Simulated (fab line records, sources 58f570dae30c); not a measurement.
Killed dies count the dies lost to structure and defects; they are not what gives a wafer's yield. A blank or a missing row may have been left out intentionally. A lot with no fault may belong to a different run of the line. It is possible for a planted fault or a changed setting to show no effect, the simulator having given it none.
Which tool is to blame? | flow berkeley_cmos170 | 36 wafers from 12 lots sampled at 5 of the route's 331 steps

== WHAT THE GAUGES READ, wafer by wafer ==
UCB170_WELLDRIVE_THK_MEAS_02.
lot  | measured    | on            | WELLDRIVE_OXIDE_THK (nm)
L627 | day 4 01:48 | film_metro-02 | 197 197 197
L628 | day 4 15:20 | film_metro-01 | 202 205 203
L629 | day 4 15:20 | film_metro-03 | 197 197 198
L630 | day 4 15:20 | film_metro-02 | 195 195 199
L631 | day 5 01:35 | film_metro-03 | 199 198 195
L638 | day 6 07:28 | film_metro-03 | 214 211 213
L639 | day 6 07:26 | film_metro-01 | 216 211 214
L640 | day 6 19:19 | film_metro-02 | 199 201 197
L641 | day 6 19:19 | film_metro-01 | 197 198 200
L644 | day 7 14:43 | film_metro-01 | 192 193 193
L645 | day 8 01:39 | film_metro-02 | 196 199 198
L646 | day 8 01:41 | film_metro-03 | 201 202 203

UCB170_M1_CD_MEAS_90: target cd 700 nm.
lot  | measured     | on        | cd_nm (nm)
L627 | day 8 07:05  | cd_sem-01 | 699.3 701.3 699.6
L628 | day 9 07:13  | cd_sem-02 | 701.8 702.8 704.0
L629 | day 9 07:46  | cd_sem-02 | 702.6 699.6 701.8
L630 | day 9 05:19  | cd_sem-02 | 702.9 698.6 702.7
L631 | day 9 17:22  | cd_sem-02 | 698.3 700.1 698.9
L638 | day 10 16:39 | cd_sem-01 | 701.2 701.5 703.6
L639 | day 10 18:13 | cd_sem-02 | 699.7 699.8 699.9
L640 | day 11 16:53 | cd_sem-01 | 699.1 698.8 701.2
L641 | day 11 17:50 | cd_sem-01 | 698.3 700.5 699.7
L644 | day 12 13:01 | cd_sem-02 | 700.4 699.6 702.5
L645 | day 12 09:22 | cd_sem-02 | 699.6 697.1 698.3
L646 | day 12 10:22 | cd_sem-02 | 697.4 700.6 700.6

== EACH LOT AND THE TOOL THAT RAN IT (in order: tool; ch and the chambers of the sampled wafers; start) ==
lot  | UCB170_WELLDRIVE_OXIDATION_01 | UCB170_CONTACT_ETCH_17             | UCB170_M1_STRIP_13
L627 | furnace-01 ch 0, day 3 22:17  | rie_diel-01 ch 0,1,3, day 8 04:32  | plasma_asher-01 ch 0,1, day 8 06:58
L628 | furnace-04 ch 0, day 4 11:50  | rie_diel-03 ch 2,3, day 9 04:46    | plasma_asher-04 ch 0, day 9 07:07
L629 | furnace-04 ch 0, day 4 11:50  | rie_diel-01 ch 0,1,3, day 9 05:10  | plasma_asher-01 ch 0,1, day 9 07:40
L630 | furnace-04 ch 0, day 4 11:50  | rie_diel-04 ch 0,1,2, day 9 03:07  | plasma_asher-01 ch 0,1, day 9 05:13
L631 | furnace-01 ch 0, day 4 22:04  | rie_diel-01 ch 2,3, day 9 13:57    | plasma_asher-02 ch 0,1, day 9 17:08
L638 | furnace-01 ch 0, day 6 03:56  | rie_diel-01 ch 2,3, day 10 14:04   | plasma_asher-01 ch 0,1, day 10 16:31
L639 | furnace-01 ch 0, day 6 03:56  | rie_diel-03 ch 1,2,3, day 10 16:07 | plasma_asher-04 ch 0,1, day 10 18:07
L640 | furnace-04 ch 0, day 6 15:49  | rie_diel-03 ch 0,2, day 11 14:46   | plasma_asher-02 ch 0,1, day 11 16:46
L641 | furnace-04 ch 0, day 6 15:49  | rie_diel-01 ch 1,2, day 11 15:44   | plasma_asher-01 ch 0,1, day 11 17:43
L644 | furnace-02 ch 0, day 7 11:12  | rie_diel-03 ch 1,2,3, day 12 09:58 | plasma_asher-01 ch 0,1, day 12 12:54
L645 | furnace-02 ch 0, day 7 22:09  | rie_diel-01 ch 1,2, day 12 06:58   | plasma_asher-04 ch 0,1, day 12 09:16
L646 | furnace-02 ch 0, day 7 22:09  | rie_diel-04 ch 0,1,3, day 12 07:44 | plasma_asher-01 ch 0,1, day 12 10:16
- UCB170_WELLDRIVE_OXIDATION_01: target thk 199 nm, ox time 9000 s.
- UCB170_CONTACT_ETCH_17: etches BARC in N2/H2.
- UCB170_M1_STRIP_13: strips in O2.

== WHAT THE TOOLS THEMSELVES READ (means of the sampled wafers that have a number; where no wafer has one, the mark that the record gives instead) ==
UCB170_WELLDRIVE_OXIDATION_01.
lot  | tool       | spike_tc_centre_C (C) | spike_tc_load_C (C) | spike_tc_source_C (C) | tube_center_temp_C (C) | tube_center_temp_C_max | zone_power_load_pct (%)
L627 | furnace-01 | 1102.6                | 1132                | 1130.5                | 1100                   | 1102.8                 | 47.4
L628 | furnace-04 | 1102.1                | 1127                | 1126.1                | 1100                   | 1102.7                 | 50.0
L629 | furnace-04 | 1103.8                | 1127                | 1127.2                | 1100                   | 1103.4                 | 49.7
L630 | furnace-04 | 1102.8                | 1127                | 1126.6                | 1100                   | 1103.3                 | 50.8
L631 | furnace-01 | 1101.2                | 1132                | 1130.2                | 1100                   | 1103.0                 | 47.9
L638 | furnace-01 | 1108.9                | 1141                | 1139.5                | 1108                   | 1110.7                 | 48.5
L639 | furnace-01 | 1109.7                | 1141                | 1139.1                | 1108                   | 1110.8                 | 47.7
L640 | furnace-04 | 1104.0                | 1128                | 1126.1                | 1100                   | 1102.6                 | 50.2
L641 | furnace-04 | 1103.0                | 1127                | 1126.1                | 1100                   | 1102.2                 | 51.1
L644 | furnace-02 | 1102.1                | 1127                | 1127.8                | 1100                   | 1102.7                 | 42.1
L645 | furnace-02 | 1102.5                | 1127                | 1128.1                | 1100                   | 1102.8                 | 42.1
L646 | furnace-02 | 1102.7                | 1127                | 1128.4                | 1100                   | 1102.7                 | 41.8

UCB170_CONTACT_ETCH_17.
lot  | tool        | drypump_motor_current_A (A) | oes_product_au (a.u.) | throttle_valve_pct (%)
L627 | rie_diel-01 | 5.7                         | 0.998                 | 13.42
L628 | rie_diel-03 | 6.4                         | 1.019                 | 13.21
L629 | rie_diel-01 | 5.6                         | 0.999                 | 13.43
L630 | rie_diel-04 | 5.6                         | 1.001                 | 13.15
L631 | rie_diel-01 | 5.2                         | 0.992                 | 13.48
L638 | rie_diel-01 | 5.2                         | 0.986                 | 13.47
L639 | rie_diel-03 | 6.3                         | 1.022                 | 13.18
L640 | rie_diel-03 | 6.4                         | 1.010                 | 13.47
L641 | rie_diel-01 | 5.1                         | 0.997                 | 13.41
L644 | rie_diel-03 | 6.3                         | 1.016                 | 13.18
L645 | rie_diel-01 | 5.1                         | 0.995                 | 13.40
L646 | rie_diel-04 | 5.4                         | 0.989                 | 13.18

UCB170_M1_STRIP_13.
lot  | tool            | drypump_motor_current_A (A) | oes_product_au (a.u.)
L627 | plasma_asher-01 | 5.6                         | 0.715
L628 | plasma_asher-04 | 4.9                         | 0.720
L629 | plasma_asher-01 | 5.4                         | 0.720
L630 | plasma_asher-01 | 5.4                         | 0.724
L631 | plasma_asher-02 | 6.3                         | 0.723
L638 | plasma_asher-01 | 5.4                         | 0.721
L639 | plasma_asher-04 | 5.1                         | 0.721
L640 | plasma_asher-02 | 6.3                         | 0.716
L641 | plasma_asher-01 | 5.6                         | 0.717
L644 | plasma_asher-01 | 5.6                         | 0.719
L645 | plasma_asher-04 | 5.2                         | 0.720
L646 | plasma_asher-01 | 5.6                         | 0.719

== THE ANSWER, worked out from the rows above alone ==
Rule: the usual values come from the lots themselves. The widest of any qualifying gaps counts: lots, ordered by their means at a reading, are off when they make up no more than a third of the lots, leave a main group of 4 or more, and stand apart from it by 3 or more times the standard deviation of that group's means. A main group whose means are all the same, to the digits that the tables above print for the reading, isn't used. Also off: a lot with no number at a reading for which 4 or more lots have one. All remaining lots with rows at the step are treated as sound. After the gauges, taken in route order, come the tools' own readings; for these a lot's mean is taken, as printed above. The first step at which some lot is off is used, and at that step the reading that is off furthest; a lot without a number counts as furthest.
Off: at UCB170_WELLDRIVE_THK_MEAS_02 (WELLDRIVE_OXIDE_THK), L638, L639. Mean 198 nm and standard deviation 2.8 in the main group.
If a tool, at a process step before that reading, ran all the lots that are off and no sound lot after the first of them, it fits. Not tried: the gauges at UCB170_WELLDRIVE_THK_MEAS_02; whatever is off there is also off at UCB170_WELLDRIVE_OXIDATION_01, on other tools, and gauge error can't account for it. One fits: furnace-01 at UCB170_WELLDRIVE_OXIDATION_01. A fault onset in the window from L631 (day 4 22:04, its last sound lot) to L638 (day 6 03:56, its first lot off) fits.
The tool's own readings at UCB170_WELLDRIVE_OXIDATION_01 bear it out: on the lots that are off they differ by more than 5 times the standard deviation of the sound lots' means. spike_tc_centre_C reads 1109.3 C there against 1102.7 C on the sound lots; spike_tc_load_C reads 1141 C there against 1128 C on the sound lots; spike_tc_source_C reads 1139.3 C there against 1127.7 C on the sound lots; tube_center_temp_C reads 1108 C there against 1100 C on the sound lots; tube_center_temp_C_max reads 1110.8 there against 1102.8 on the sound lots.

== WHAT WAS PUT IN BY THE SIMULATOR ==
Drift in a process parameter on furnace-01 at UCB170_WELLDRIVE_OXIDATION_01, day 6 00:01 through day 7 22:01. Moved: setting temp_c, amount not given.
Shown lots that were struck: L639, L638. Same finding as the rule above.
